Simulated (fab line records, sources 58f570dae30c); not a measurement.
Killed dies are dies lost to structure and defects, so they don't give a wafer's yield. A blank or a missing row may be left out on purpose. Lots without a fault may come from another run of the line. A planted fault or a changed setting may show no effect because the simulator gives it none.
fab line records | flow berkeley_cmos170
record lots=5 wafers=15 last_day=11
route steps=331 shown PSD@180 NSD@187 BACKSIDE@199 SDANNEAL@204 PLDD@208 NLDD@209 SILICIDE@210 CONTACT@216
lots that met no fault: from a run of the same line without faults
start_h: hours from the record's first day to the start of the lot's first wafer shown | wait_h: hours since the lot's step before | " the same as in the row above | L1.1+2: a row that stands for several wafers | - no value, or no start given | * or withheld: withheld | < > ~ a bound
route shown NAME@n: a module of which the file shows steps, and the number in the route of the first | usual: mean/standard deviation of fault-free wafers | same: alike in all rows | chamber/n: place in a boat | sites: the reading at each site | _std_site: their standard deviation | _edge_site: outer sites' mean less inner sites' | radius_mm: how far each site lies from the wafer's centre | mask NAME#n: copy n | behind: the tool/chamber that last shaped the wafer | hold: why the lot was held/for how many hours/how that ended | device: the transistor (n, p or np) that didn't switch | end of line: the same wafers' tests at the end of the route | a step without rows: its recipe alone | killed: dies lost to structure and defects at the first sort, not the wafer's yield | map: a wafer's dies, x killed, . not, _ none there
set.NAME: the setting as run; set.NAME@STEP: as run at that earlier step | model.NAME: the simulator's own value behind a step, which no gauge read
lots at some steps of the route; a table a step, a row a wafer
services: from which hour (start_h, from the record's first day; less than 0 if before it) a tool's chamber was out of use, for how many hours, and why
## steps
# step UCB170_PSD_DEVELOP_05
# recipe developer=TMAH develop_time_s=45 resist=KrF dev_temp_c=21
# columns lot.wafer tool chamber start_h wait_h
L090.1+3+6 litho_track-03 0 - -
L093.3+5+6 litho_track-03 0 - -
L094.1+3+6 litho_track-01 0 - -
L096.3+5+6 litho_track-01 0 - -
L097.1+5+6 litho_track-03 0 - -
# step UCB170_PSD_CD_MEAS_06
# recipe target_cd_nm=1200
# usual cd_nm=1200.2/1.3
# columns lot.wafer tool chamber start_h wait_h cd_nm
L090.1 cd_sem-01 - 220.58 - 1198.7
L090.3 " - " " 1200.9
L090.6 " - " " 1199.6
L093.3 cd_sem-02 - 228.15 - 1200.4
L093.5 " - " " 1198.3
L093.6 " - " " 1199.3
L094.1 cd_sem-01 - 228.26 - 1199.4
L094.3 " - " " 1198.9
L094.6 " - " " 1199.6
L096.3 cd_sem-01 - 228.58 - 1196.8
L096.5 " - " " 1197.4
L096.6 " - " " 1197.8
L097.1 cd_sem-01 - 235.47 - 1200.2
L097.5 " - " " 1201.1
L097.6 " - " " 1200.9
# step UCB170_PSD_OVL_MEAS_07
# usual PSD_OVL=1/4.7
# columns lot.wafer tool chamber start_h wait_h PSD_OVL[nm]
L090.1 overlay-01 - 220.70 0.1 -1
L090.3 " - " " -2
L090.6 " - " " 4
L093.3 overlay-02 - 228.24 0.1 2
L093.5 " - " " -2
L093.6 " - " " 7
L094.1 overlay-02 - 228.38 0.1 6
L094.3 " - " " 9
L094.6 " - " " 6
L096.3 overlay-01 - 228.67 0.1 5
L096.5 " - " " 1
L096.6 " - " " -8
L097.1 overlay-01 - 235.59 0.1 -7
L097.5 " - " " -7
L097.6 " - " " -7
# step UCB170_PSD_IMPLANT_08
# recipe species=B dose_cm2=3e+15 energy_kev=20 tilt_deg=7
# usual beam_on_s=9.99/0.19
# columns lot.wafer tool chamber start_h wait_h beam_on_s
L090.1 implanter-04 0 220.74 0.0 9.71
L090.3 " 0 " " 9.93
L090.6 " 0 " " 10.18
L093.3 implanter-04 0 228.31 0.1 9.98
L093.5 " 0 " " 9.99
L093.6 " 0 " " 10.25
L094.1 implanter-02 0 228.42 0.0 10.20
L094.3 " 0 " " 9.82
L094.6 " 0 " " 9.57
L096.3 implanter-03 0 228.74 0.1 10.05
L096.5 " 0 " " 10.39
L096.6 " 0 " " 9.80
L097.1 implanter-02 0 235.63 0.0 9.70
L097.5 " 0 " " 10.08
L097.6 " 0 " " 9.82
# step UCB170_PSD_STRIP_09
# recipe chemistry=O2 power_w=400 pressure_mtorr=3500 platen_temp_c=withheld o2_flow_sccm=400 overash_fraction=0.5
# usual drypump_motor_current_A=5.7/0.36 oes_product_au=0.600/0.0042 strip_time_to_endpoint_s=29.38/0.076
# columns lot.wafer tool chamber start_h wait_h drypump_motor_current_A oes_product_au rf_hours_counter_h strip_time_to_endpoint_s
L090.1 plasma_asher-01 0 220.89 0.1 5.1 0.601 52 29.25
L090.3 " 0 " " 5.1 0.601 - 29.25
L090.6 " 0 " " 5.1 0.605 - 29.27
L093.3 plasma_asher-01 0 228.45 0.1 5.1 0.599 - 29.36
L093.5 " 1 " " 5.8 0.603 - 29.38
L093.6 " 0 " " 5.1 0.602 - 29.43
L094.1 plasma_asher-02 1 228.57 0.1 5.6 0.601 52 29.31
L094.3 " 1 " " 5.6 0.608 - 29.40
L094.6 " 1 " " 5.6 0.605 - 29.38
L096.3 plasma_asher-01 1 228.88 0.1 5.8 0.600 - 29.46
L096.5 " 1 " " 5.8 0.600 - 29.43
L096.6 " 0 " " 5.1 0.597 - 29.48
L097.1 plasma_asher-02 0 235.78 0.1 6.2 0.594 53 29.41
L097.5 " 0 " " 6.2 0.600 - 29.43
L097.6 " 1 " " 5.6 0.603 - 29.39
# step UCB170_PSD_TW_MEAS_10
# usual PSD_TW=2320/11
# columns lot.wafer tool chamber start_h wait_h PSD_TW
L090.1 film_metro-04 - 220.99 0.1 2312
L090.3 " - " " 2304
L090.6 " - " " 2316
L093.3 film_metro-04 - 228.53 0.1 2295
L093.5 " - " " 2307
L093.6 " - " " 2308
L094.1 film_metro-02 - 228.67 0.1 2311
L094.3 " - " " 2314
L094.6 " - " " 2322
L096.3 film_metro-03 - 228.96 0.1 2317
L096.5 " - " " 2326
L096.6 " - " " 2329
L097.1 film_metro-02 - 235.88 0.1 2319
L097.5 " - " " 2333
L097.6 " - " " 2324
# step UCB170_PSD_CLEAN_11
# recipe chemistry=SPM temp_c=120 time_s=600
# columns lot.wafer tool chamber start_h wait_h
L090.1+3+6 wet_bench-02 3 221.05 0.1
L093.3+5+6 wet_bench-02 3 230.44 1.9
L094.1+3+6 wet_bench-02 3 230.44 1.8
L096.3+5+6 wet_bench-02 3 230.44 1.5
L097.1+5+6 wet_bench-04 0 235.94 0.1
# step UCB170_NSD_HMDS_00
# recipe prime_time_s=60 prime_temp_c=100
# columns lot.wafer tool chamber start_h wait_h
L090.1+3+6 litho_track-01 0 221.94 0.7
L093.3+5+6 litho_track-02 0 230.67 0.1
L094.1+3+6 litho_track-04 0 230.70 0.1
L096.3+5+6 litho_track-01 0 231.12 0.5
L097.1+5+6 litho_track-04 0 236.31 0.2
# step UCB170_NSD_COAT_01
# recipe resist=KrF spin_rpm=1500 resist_thk_nm=900
# columns lot.wafer tool chamber start_h wait_h
L090.1+3+6 litho_track-01 0 222.09 0.1
L093.3+5+6 litho_track-02 0 230.82 0.1
L094.1+3+6 litho_track-04 0 230.85 0.1
L096.3+5+6 litho_track-01 0 231.27 0.1
L097.1+5+6 litho_track-04 0 236.46 0.1
# step UCB170_NSD_SOFTBAKE_02
# recipe resist=KrF temp_c=130 time_s=60
# usual heater_power_total_W=56.80/0.045
# columns lot.wafer tool chamber start_h wait_h heater_power_total_W
L090.1 litho_track-01 0 222.24 0.1 56.79
L090.3 " 0 " " 56.72
L090.6 " 0 " " 56.79
L093.3 litho_track-02 0 230.97 0.1 56.80
L093.5 " 0 " " 56.83
L093.6 " 0 " " 56.80
L094.1 litho_track-04 0 231.00 0.1 56.88
L094.3 " 0 " " 56.79
L094.6 " 0 " " 56.83
L096.3 litho_track-01 0 231.42 0.1 56.70
L096.5 " 0 " " 56.83
L096.6 " 0 " " 56.77
L097.1 litho_track-04 0 236.61 0.1 56.80
L097.5 " 0 " " 56.82
L097.6 " 0 " " 56.76
# step UCB170_NSD_EXPOSE_03
# recipe mask_id=NSELECT_MOD na=0.5 sigma_outer=0.6 source_shape=conventional target_cd_nm=1200 dose_mj=30
# usual focus_offset_nm=0.0/0.55
# same na=0.5 sigma_outer=0.6
# columns lot.wafer tool chamber start_h wait_h mask focus_offset_nm
L090.1 krf_scanner-01 0 222.39 0.1 NSELECT_MOD#0 -0.1
L090.3 " 0 " " NSELECT_MOD#0 1.1
L090.6 " 0 " " NSELECT_MOD#0 -0.2
L093.3 krf_scanner-01 0 231.47 0.5 NSELECT_MOD#0 0.6
L093.5 " 0 " " NSELECT_MOD#0 0.6
L093.6 " 0 " " NSELECT_MOD#0 -0.2
L094.1 krf_scanner-01 0 231.55 0.5 NSELECT_MOD#0 0.4
L094.3 " 0 " " NSELECT_MOD#0 -0.2
L094.6 " 0 " " NSELECT_MOD#0 -0.1
L096.3 krf_scanner-02 0 - - NSELECT_MOD#0 0.2
L096.5 " 0 " " NSELECT_MOD#0 -0.4
L096.6 " 0 " " NSELECT_MOD#0 -0.4
L097.1 krf_scanner-02 0 236.89 0.2 NSELECT_MOD#0 -0.4
L097.5 " 0 " " NSELECT_MOD#0 -0.4
L097.6 " 0 " " NSELECT_MOD#0 -0.2
# step UCB170_NSD_PEB_04
# recipe peb_temp_c=130 peb_time_s=withheld resist=KrF
# usual heater_power_total_W=56.80/0.042
# columns lot.wafer tool chamber start_h wait_h heater_power_total_W
L090.1 litho_track-02 0 222.94 0.5 56.81
L090.3 " 0 " " 56.80
L090.6 " 0 " " 56.79
L093.3 litho_track-01 0 232.47 1.0 56.71
L093.5 " 0 " " 56.77
L093.6 " 0 " " 56.82
L094.1 litho_track-04 0 232.50 0.9 56.78
L094.3 " 0 " " 56.87
L094.6 " 0 " " 56.78
L096.3 litho_track-02 0 - - 56.80
L096.5 " 0 " " 56.82
L096.6 " 0 " " 56.83
L097.1 litho_track-01 0 237.01 0.1 56.80
L097.5 " 0 " " 56.74
L097.6 " 0 " " 56.77
# step UCB170_NSD_DEVELOP_05
# recipe developer=TMAH develop_time_s=45 resist=KrF dev_temp_c=21
# columns lot.wafer tool chamber start_h wait_h
L090.1+3+6 litho_track-02 0 - -
L093.3+5+6 litho_track-01 0 - -
L094.1+3+6 litho_track-04 0 - -
L096.3+5+6 litho_track-02 0 - -
L097.1+5+6 litho_track-01 0 - -
# step UCB170_NSD_CD_MEAS_06
# recipe target_cd_nm=1200
# usual cd_nm=1200.1/1.5
# columns lot.wafer tool chamber start_h wait_h cd_nm
L090.1 cd_sem-01 - 223.21 - 1198.2
L090.3 " - " " 1200.3
L090.6 " - " " 1198.9
L093.3 cd_sem-01 - 232.73 - 1201.5
L093.5 " - " " 1200.8
L093.6 " - " " 1200.0
L094.1 cd_sem-02 - 232.78 - 1199.4
L094.3 " - " " 1198.9
L094.6 " - " " 1200.2
L096.3 cd_sem-01 - 233.28 - 1200.5
L096.5 " - " " 1199.7
L096.6 " - " " 1200.8
L097.1 cd_sem-01 - 237.28 - 1199.6
L097.5 " - " " 1199.8
L097.6 " - " " 1197.7
# step UCB170_NSD_OVL_MEAS_07
# usual NSD_OVL=-1/5.6
# columns lot.wafer tool chamber start_h wait_h NSD_OVL[nm]
L090.1 overlay-02 - 223.33 0.1 5
L090.3 " - " " 2
L090.6 " - " " -1
L093.3 overlay-01 - 232.82 0.1 -11
L093.5 " - " " -9
L093.6 " - " " -6
L094.1 overlay-02 - 232.90 0.1 5
L094.3 " - " " -4
L094.6 " - " " 4
L096.3 overlay-02 - 233.37 0.1 -4
L096.5 " - " " -7
L096.6 " - " " 2
L097.1 overlay-02 - 237.40 0.1 3
L097.5 " - " " 2
L097.6 " - " " -1
# step UCB170_NSD_IMPLANT_08
# recipe species=P dose_cm2=3e+15 energy_kev=40 tilt_deg=7
# usual beam_on_s=9.99/0.2
# columns lot.wafer tool chamber start_h wait_h beam_on_s
L090.1 implanter-03 0 223.37 0.0 9.72
L090.3 " 0 " " 9.47
L090.6 " 0 " " 9.83
L093.3 implanter-01 0 232.90 0.1 9.88
L093.5 " 0 " " 9.79
L093.6 " 0 " " 9.84
L094.1 implanter-03 0 232.93 0.0 9.98
L094.3 " 0 " " 10.21
L094.6 " 0 " " 9.60
L096.3 implanter-04 0 233.45 0.1 10.00
L096.5 " 0 " " 9.88
L096.6 " 0 " " 10.21
L097.1 implanter-01 0 237.44 0.0 10.26
L097.5 " 0 " " 10.06
L097.6 " 0 " " 9.93
# step UCB170_NSD_STRIP_09
# recipe chemistry=O2 power_w=400 pressure_mtorr=3500 platen_temp_c=withheld o2_flow_sccm=400 overash_fraction=0.5
# usual drypump_motor_current_A=5.8/0.41 oes_product_au=0.534/0.0048 strip_time_to_endpoint_s=35.81/0.069
# columns lot.wafer tool chamber start_h wait_h drypump_motor_current_A oes_product_au rf_hours_counter_h strip_time_to_endpoint_s
L090.1 plasma_asher-02 0 223.52 0.1 6.2 0.529 51 35.85
L090.3 " 1 " " 5.6 0.531 - 35.83
L090.6 " 0 " " 6.2 0.533 - 35.86
L093.3 plasma_asher-04 1 233.03 0.1 6.3 0.530 - 35.86
L093.5 " 1 " " 6.3 0.539 - 35.85
L093.6 " 0 " " 6.0 0.538 - 35.94
L094.1 plasma_asher-01 0 233.08 0.1 5.1 0.531 53 35.73
L094.3 " 1 " " 5.8 0.534 - 35.76
L094.6 " 0 " " 5.1 0.534 - 35.83
L096.3 plasma_asher-04 0 233.58 0.1 6.0 0.534 - 35.82
L096.5 " 0 " " 6.0 0.539 - 35.74
L096.6 " 1 " " 6.2 0.529 - 35.85
L097.1 plasma_asher-02 0 237.59 0.1 6.2 0.523 53 35.84
L097.5 " 1 " " 5.6 0.533 - 35.78
L097.6 " 0 " " 6.2 0.526 - 35.79
# step UCB170_NSD_TW_MEAS_10
# usual NSD_TW=4168/24
# columns lot.wafer tool chamber start_h wait_h NSD_TW
L090.1 film_metro-02 - 223.62 0.1 4175
L090.3 " - " " 4154
L090.6 " - " " 4176
L093.3 film_metro-02 - 233.12 0.1 4167
L093.5 " - " " 4176
L093.6 " - " " 4189
L094.1 film_metro-04 - 233.18 0.1 4141
L094.3 " - " " 4134
L094.6 " - " " 4137
L096.3 film_metro-03 - 233.67 0.1 4160
L096.5 " - " " 4152
L096.6 " - " " 4165
L097.1 film_metro-02 - 237.69 0.1 4167
L097.5 " - " " 4165
L097.6 " - " " 4171
# step UCB170_NSD_CLEAN_11
# recipe chemistry=SPM temp_c=120 time_s=600
# columns lot.wafer tool chamber start_h wait_h
L090.1+3+6 wet_bench-04 2 223.68 0.1
L093.3+5+6 wet_bench-03 2 233.16 0.0
L094.1+3+6 wet_bench-01 0 233.24 0.1
L096.3+5+6 wet_bench-03 0 233.71 0.0
L097.1+5+6 wet_bench-04 0 237.75 0.1
# step UCB170_BACKSIDE_HMDS_00
# recipe prime_time_s=60 prime_temp_c=100
# columns lot.wafer tool chamber start_h wait_h
L090.1+3+6 litho_track-02 0 223.94 0.1
L093.3+5+6 litho_track-03 0 234.07 0.7
L094.1+3+6 litho_track-02 0 234.24 0.8
L096.3+5+6 litho_track-02 0 234.74 0.9
L097.1+5+6 litho_track-02 0 237.92 0.0
# step UCB170_BACKSIDE_COAT_01
# recipe resist=KrF spin_rpm=1500 resist_thk_nm=900
# columns lot.wafer tool chamber start_h wait_h
L090.1+3+6 litho_track-02 0 224.09 0.1
L093.3+5+6 litho_track-03 0 234.22 0.1
L094.1+3+6 litho_track-02 0 234.39 0.1
L096.3+5+6 litho_track-02 0 234.89 0.1
L097.1+5+6 litho_track-02 0 238.07 0.1
# step UCB170_BACKSIDE_SOFTBAKE_02
# recipe resist=KrF temp_c=130 time_s=60
# usual heater_power_total_W=56.79/0.045
# columns lot.wafer tool chamber start_h wait_h heater_power_total_W
L090.1 litho_track-02 0 224.24 0.1 56.78
L090.3 " 0 " " 56.83
L090.6 " 0 " " 56.68
L093.3 litho_track-03 0 234.37 0.1 56.72
L093.5 " 0 " " 56.78
L093.6 " 0 " " 56.85
L094.1 litho_track-02 0 234.54 0.1 56.81
L094.3 " 0 " " 56.82
L094.6 " 0 " " 56.80
L096.3 litho_track-02 0 235.04 0.1 56.77
L096.5 " 0 " " 56.88
L096.6 " 0 " " 56.79
L097.1 litho_track-02 0 238.22 0.1 56.74
L097.5 " 0 " " 56.71
L097.6 " 0 " " 56.82
# step UCB170_BACKSIDE_STRIP_03
# recipe chemistry=O2 power_w=400 pressure_mtorr=3500 platen_temp_c=withheld o2_flow_sccm=400 overash_fraction=0.5
# usual drypump_motor_current_A=5.97/0.26 oes_product_au=0.735/0.0044 strip_time_to_endpoint_s=21.99/0.061
# columns lot.wafer tool chamber start_h wait_h drypump_motor_current_A oes_product_au rf_hours_counter_h strip_time_to_endpoint_s
L090.1 plasma_asher-04 1 224.39 0.1 6.23 0.729 45 21.98
L090.3 " 0 " " 5.98 0.739 - 21.97
L090.6 " 1 " " 6.26 0.739 - 22.00
L093.3 plasma_asher-04 0 234.51 0.1 6.01 0.736 - 22.00
L093.5 " 0 " " 5.99 0.737 - 22.05
L093.6 " 1 " " 6.26 0.731 - 21.99
L094.1 plasma_asher-02 0 234.69 0.1 6.20 0.738 53 22.08
L094.3 " 0 " " 6.19 0.739 - 21.98
L094.6 " 1 " " 5.59 0.734 - 22.01
L096.3 plasma_asher-02 0 235.18 0.1 6.22 0.732 - 21.89
L096.5 " 0 " " 6.19 0.732 - 21.90
L096.6 " 1 " " 5.58 0.735 - 21.92
L097.1 plasma_asher-02 0 238.37 0.1 6.20 0.738 53 22.02
L097.5 " 1 " " 5.58 0.739 - 22.01
L097.6 " 0 " " 6.19 0.735 - 22.10
# step UCB170_BACKSIDE_CLEAN_04
# recipe chemistry=SPM temp_c=120 time_s=600
# columns lot.wafer tool chamber start_h wait_h
L090.1+3+6 wet_bench-04 2 224.51 0.1
L093.3+5+6 wet_bench-03 1 234.79 0.3
L094.1+3+6 wet_bench-03 1 234.79 0.1
L096.3+5+6 wet_bench-03 1 235.24 0.0
L097.1+5+6 wet_bench-04 3 238.47 0.1
# step UCB170_SDANNEAL_RTA_00
# recipe temp_c=900 time_s=10 ambient=N2
# usual lamp_power_pct=25/3.3 wafer_temp_C_max=907.0/1.9
# columns lot.wafer tool chamber start_h wait_h lamp_power_pct wafer_temp_C_max
L090.1 rtp_anneal-02 0 224.70 0.0 22 909.2
L090.3 " 0 " " 22 907.3
L090.6 " 0 " " 22 908.4
L094.1 rtp_anneal-01 0 234.97 0.0 29 905.4
L094.3 " 0 " " 29 906.1
L094.6 " 0 " " 29 905.4
L093.3 rtp_anneal-02 0 234.99 0.0 22 908.9
L093.5 " 0 " " 22 911.6
L093.6 " 0 " " 22 905.0
L096.3 rtp_anneal-01 0 235.44 0.0 29 906.7
L096.5 " 0 " " 29 905.2
L096.6 " 0 " " 29 904.1
L097.1 rtp_anneal-01 0 238.65 0.0 29 905.8
L097.5 " 0 " " 29 904.5
L097.6 " 0 " " 29 905.4
# step UCB170_SDANNEAL_RTA_01
# recipe temp_c=1050 time_s=5 ambient=N2
# usual lamp_power_pct=39/5.1 wafer_temp_C_max=1058.2/2.2
# columns lot.wafer tool chamber start_h wait_h lamp_power_pct wafer_temp_C_max
L090.1 rtp_anneal-02 0 224.77 0.1 34 1064.1
L090.3 " 0 " " 34 1064.7
L090.6 " 0 " " 34 1059.6
L094.1 rtp_anneal-01 0 235.04 0.1 45 1056.4
L094.3 " 0 " " 45 1055.7
L094.6 " 0 " " 45 1055.8
L093.3 rtp_anneal-02 0 235.06 0.1 34 1058.9
L093.5 " 0 " " 34 1063.5
L093.6 " 0 " " 34 1057.9
L096.3 rtp_anneal-01 0 235.50 0.1 45 1054.9
L096.5 " 0 " " 45 1057.6
L096.6 " 0 " " 45 1056.2
L097.1 rtp_anneal-01 0 238.71 0.1 45 1056.4
L097.5 " 0 " " 45 1055.7
L097.6 " 0 " " 45 1055.9
# step UCB170_SDANNEAL_RS_MEAS_02
# recipe thk_meas_gauge=four-point-probe
# usual PSD_RS=75.6/0.3
# columns lot.wafer tool chamber start_h wait_h PSD_RS[ohm/sq]
L090.1 film_metro-02 - 224.83 0.0 76.2
L090.3 " - " " 76.0
L090.6 " - " " 76.1
L094.1 film_metro-02 - 235.12 0.1 75.5
L094.3 " - " " 75.5
L094.6 " - " " 75.4
L093.3 film_metro-03 - 235.13 0.1 76.1
L093.5 " - " " 75.8
L093.6 " - " " 75.9
L096.3 film_metro-04 - 235.58 0.1 75.5
L096.5 " - " " 75.5
L096.6 " - " " 75.2
L097.1 film_metro-03 - 238.77 0.0 75.0
L097.5 " - " " 75.7
L097.6 " - " " 75.8
# step UCB170_SDANNEAL_RS_MEAS_03
# recipe thk_meas_gauge=four-point-probe
# usual NSD_RS=37.30/0.089
# columns lot.wafer tool chamber start_h wait_h NSD_RS[ohm/sq]
L090.1 film_metro-02 - 224.95 0.1 37.28
L090.3 " - " " 37.23
L090.6 " - " " 37.18
L094.1 film_metro-02 - 235.24 0.1 37.42
L094.3 " - " " 37.43
L094.6 " - " " 37.35
L093.3 film_metro-03 - 235.25 0.1 37.34
L093.5 " - " " 37.32
L093.6 " - " " 37.29
L096.3 film_metro-04 - 235.70 0.1 37.35
L096.5 " - " " 37.32
L096.6 " - " " 37.21
L097.1 film_metro-03 - 238.89 0.1 37.34
L097.5 " - " " 37.40
L097.6 " - " " 37.42
# step UCB170_SDANNEAL_RS_MEAS_04
# recipe thk_meas_gauge=four-point-probe
# usual PLDD_RS=1032/3
# columns lot.wafer tool chamber start_h wait_h PLDD_RS[ohm/sq]
L090.1 film_metro-02 - 225.07 0.1 1030
L090.3 " - " " 1031
L090.6 " - " " 1030
L094.1 film_metro-02 - 235.36 0.1 1037
L094.3 " - " " 1029
L094.6 " - " " 1036
L093.3 film_metro-03 - 235.37 0.1 1032
L093.5 " - " " 1031
L093.6 " - " " 1032
L096.3 film_metro-04 - 235.82 0.1 1033
L096.5 " - " " 1032
L096.6 " - " " 1033
L097.1 film_metro-03 - 239.01 0.1 1032
L097.5 " - " " 1032
L097.6 " - " " 1031
# step UCB170_SDANNEAL_RS_MEAS_05
# recipe thk_meas_gauge=four-point-probe
# usual NLDD_RS=616.8/1.8
# columns lot.wafer tool chamber start_h wait_h NLDD_RS[ohm/sq]
L090.1 film_metro-02 - 225.19 0.1 615.8
L090.3 " - " " 616.6
L090.6 " - " " 616.6
L094.1 film_metro-02 - 235.48 0.1 617.2
L094.3 " - " " 616.9
L094.6 " - " " 618.6
L093.3 film_metro-03 - 235.49 0.1 615.0
L093.5 " - " " 615.7
L093.6 " - " " 616.0
L096.3 film_metro-04 - 235.94 0.1 614.8
L096.5 " - " " 615.0
L096.6 " - " " 613.9
L097.1 film_metro-03 - 239.13 0.1 616.9
L097.5 " - " " 616.9
L097.6 " - " " 618.4
# step UCB170_SILICIDE_PRE_CLEAN_00
# recipe gas=Ar preclean_etch_time_s=60
# columns lot.wafer tool chamber start_h wait_h
L090.1+3+6 pvd_sputter-04 - 225.31 0.1
L093.3+5+6 pvd_sputter-04 - 235.57 0.1
L094.1+3+6 pvd_sputter-03 - 235.60 0.1
L096.3+5+6 pvd_sputter-02 - 236.02 0.1
L097.1+5+6 pvd_sputter-02 - 239.25 0.1
# step UCB170_SILICIDE_SPUTTER_01
# recipe material=Ti target_thk_nm=30 time_s=25 power_w=1500 chamber_pressure_pa=0.5
# usual throttle_valve_pct=30.3/1.1
# columns lot.wafer tool chamber start_h wait_h throttle_valve_pct
L090.1 pvd_sputter-04 - 225.37 0.0 30.0
L090.3 " - " " 29.0
L090.6 " - " " 29.1
L093.3 pvd_sputter-04 - 235.64 0.0 30.0
L093.5 " - " " 30.2
L093.6 " - " " 28.8
L094.1 pvd_sputter-03 - 235.67 0.0 30.2
L094.3 " - " " 29.8
L094.6 " - " " 30.0
L096.3 pvd_sputter-02 - 236.09 0.0 32.2
L096.5 " - " " 30.3
L096.6 " - " " 32.0
L097.1 pvd_sputter-02 - 239.32 0.0 30.3
L097.5 " - " " 30.5
L097.6 " - " " 30.8
# step UCB170_SILICIDE_RS_MEAS_02
# recipe thk_meas_gauge=four-point-probe reads=Ti_of_SILICIDE_SPUTTER_01
# usual SILICIDE_TI_RS=26.0/0.34
# columns lot.wafer tool chamber start_h wait_h SILICIDE_TI_RS[ohm/sq]
L090.1 film_metro-04 - 225.40 0.0 26.5
L090.3 " - " " 26.5
L090.6 " - " " 26.8
L094.1 film_metro-02 - 235.70 0.0 25.7
L094.3 " - " " 25.7
L094.6 " - " " 25.8
L093.3 film_metro-01 - 235.71 0.1 26.3
L093.5 " - " " 26.3
L093.6 " - " " 26.5
L096.3 film_metro-01 - 236.16 0.1 26.4
L096.5 " - " " 26.0
L096.6 " - " " 26.2
L097.1 film_metro-02 - 239.35 0.0 26.1
L097.5 " - " " 26.1
L097.6 " - " " 25.8
# step UCB170_SILICIDE_THK_MEAS_03
# recipe thk_meas_gauge=xrf reads=Ti_of_SILICIDE_SPUTTER_01
# usual SILICIDE_TI_THK=30.6/0.35
# columns lot.wafer tool chamber start_h wait_h SILICIDE_TI_THK[nm]
L090.1 film_metro-04 - 225.52 0.1 29.9
L090.3 " - " " 30.1
L090.6 " - " " 29.9
L093.3 film_metro-01 - 235.81 0.1 30.5
L093.5 " - " " 30.5
L093.6 " - " " 30.2
L094.1 film_metro-02 - 235.82 0.1 30.8
L094.3 " - " " 30.8
L094.6 " - " " 30.7
L096.3 film_metro-01 - 236.26 0.1 30.4
L096.5 " - " " 30.7
L096.6 " - " " 30.6
L097.1 film_metro-02 - 239.47 0.1 30.5
L097.5 " - " " 30.4
L097.6 " - " " 30.6
# step UCB170_SILICIDE_RTA_04
# recipe temp_c=650 time_s=15 ambient=N2
# usual lamp_power_pct=11.6/1.3 wafer_temp_C_max=654.6/1.2
# columns lot.wafer tool chamber start_h wait_h lamp_power_pct wafer_temp_C_max
L090.1 rtp_anneal-01 0 225.58 0.1 12.4 652.9
L090.3 " 0 " " 12.4 655.6
L090.6 " 0 " " 12.4 655.1
L093.3 rtp_anneal-02 0 235.88 0.1 9.6 657.9
L093.5 " 0 " " 9.6 656.7
L093.6 " 0 " " 9.6 658.1
L094.1 rtp_anneal-01 0 235.88 0.1 12.4 655.0
L094.3 " 0 " " 12.4 654.6
L094.6 " 0 " " 12.4 653.5
L096.3 rtp_anneal-02 0 236.32 0.1 9.6 655.0
L096.5 " 0 " " 9.6 656.0
L096.6 " 0 " " 9.6 655.3
L097.1 rtp_anneal-01 0 239.53 0.1 12.4 654.4
L097.5 " 0 " " 12.4 653.2
L097.6 " 0 " " 12.4 654.1
# step UCB170_SILICIDE_WET_ETCH_05
# recipe chemistry=SPM time_s=45 temp_c=120 target=Ti
# columns lot.wafer tool chamber start_h wait_h
L090.1+3+6 wet_bench-03 2 225.66 0.1
L093.3+5+6 wet_bench-02 2 235.93 0.0
L094.1+3+6 wet_bench-02 3 235.95 0.1
L096.3+5+6 wet_bench-02 3 236.37 0.0
L097.1+5+6 wet_bench-03 3 239.60 0.1
# step UCB170_CONTACT_CLEAN_00
# recipe chemistry=SPM temp_c=120 time_s=600
# columns lot.wafer tool chamber start_h wait_h
L090.1+3+6 wet_bench-02 0 225.68 0.0
L093.3+5+6 wet_bench-03 2 235.95 0.0
L094.1+3+6 wet_bench-02 2 235.97 0.0
L096.3+5+6 wet_bench-02 1 236.40 0.0
L097.1+5+6 wet_bench-01 0 239.63 0.0
# step UCB170_CONTACT_CVD_01
# recipe material=PSG target_thk_nm=700 temp_c=450 precursor=SiH4/O2/PH3 time_s=2820 pressure_mtorr=300 sih4_flow_sccm=60 o2_flow_sccm=90 ph3_flow_sccm=25
# usual spike_tc_load_C=468.4/1.6 susceptor_temp_C=450.07/0.23
# columns lot.wafer tool chamber start_h wait_h spike_tc_load_C susceptor_temp_C
L090.1 lpcvd-02 0 226.30 0.5 468.1 450.03
L090.3 " 0 " " 467.7 449.93
L090.6 " 0 " " 466.8 449.88
L093.3 lpcvd-01 1 236.12 0.0 469.1 450.21
L093.5 " 1 " " 468.7 449.85
L093.6 " 1 " " 469.2 449.79
L094.1 lpcvd-02 0 237.69 1.5 467.6 450.34
L094.3 " 0 " " 466.1 449.98
L094.6 " 0 " " 467.8 450.05
L096.3 lpcvd-02 0 237.69 1.1 468.5 449.97
L096.5 " 0 " " 467.7 449.86
L096.6 " 0 " " 466.6 450.25
L097.1 lpcvd-01 1 239.84 0.0 468.6 450.01
L097.5 " 1 " " 468.3 450.31
L097.6 " 1 " " 467.8 449.99
# step UCB170_CONTACT_THK_MEAS_02
# recipe reads=PSG_of_CONTACT_CVD_01
# usual CONTACT_PSG_THK=703/8.4
# columns lot.wafer tool chamber start_h wait_h CONTACT_PSG_THK[nm]
L090.1 film_metro-02 - 228.09 0.0 706
L090.3 " - " " 702
L090.6 " - " " 706
L093.3 film_metro-01 - 237.93 0.0 723
L093.5 " - " " 722
L093.6 " - " " 724
L094.1 film_metro-01 - 239.47 0.0 698
L094.3 " - " " 699
L094.6 " - " " 695
L096.3 film_metro-03 - 239.49 0.0 691
L096.5 " - " " 698
L096.6 " - " " 698
L097.1 film_metro-01 - 241.62 0.0 698
L097.5 " - " " 703
L097.6 " - " " 700
# step UCB170_CONTACT_HMDS_03
# recipe prime_time_s=60 prime_temp_c=100
# columns lot.wafer tool chamber start_h wait_h
L090.1+3+6 litho_track-02 0 228.15 0.1
L093.3+5+6 litho_track-03 0 238.25 0.3
L094.1+3+6 litho_track-04 0 239.53 0.1
L096.3+5+6 litho_track-03 0 239.58 0.1
L097.1+5+6 litho_track-03 0 241.73 0.1
# step UCB170_CONTACT_COAT_04
# recipe resist=KrF spin_rpm=1500 resist_thk_nm=900
# columns lot.wafer tool chamber start_h wait_h
L090.1+3+6 litho_track-02 0 228.30 0.1
L093.3+5+6 litho_track-03 0 238.40 0.1
L094.1+3+6 litho_track-04 0 239.68 0.1
L096.3+5+6 litho_track-03 0 239.73 0.1
L097.1+5+6 litho_track-03 0 241.88 0.1
## services
# columns tool chamber start_h hours kind
krf_scanner-01 - 197.13 0.1 repair
krf_scanner-01 - 197.41 1.3 pm
implanter-04 - 197.87 2.5 repair
krf_scanner-02 - 201.39 0.8 pm
krf_scanner-02 - 202.37 3.6 pm
plasma_asher-02 - 207.21 2.6 repair
krf_scanner-02 - 216.66 4.4 pm
implanter-01 - 221.54 0.7 repair
krf_scanner-01 - 237.13 1.0 pm
## key
fault none
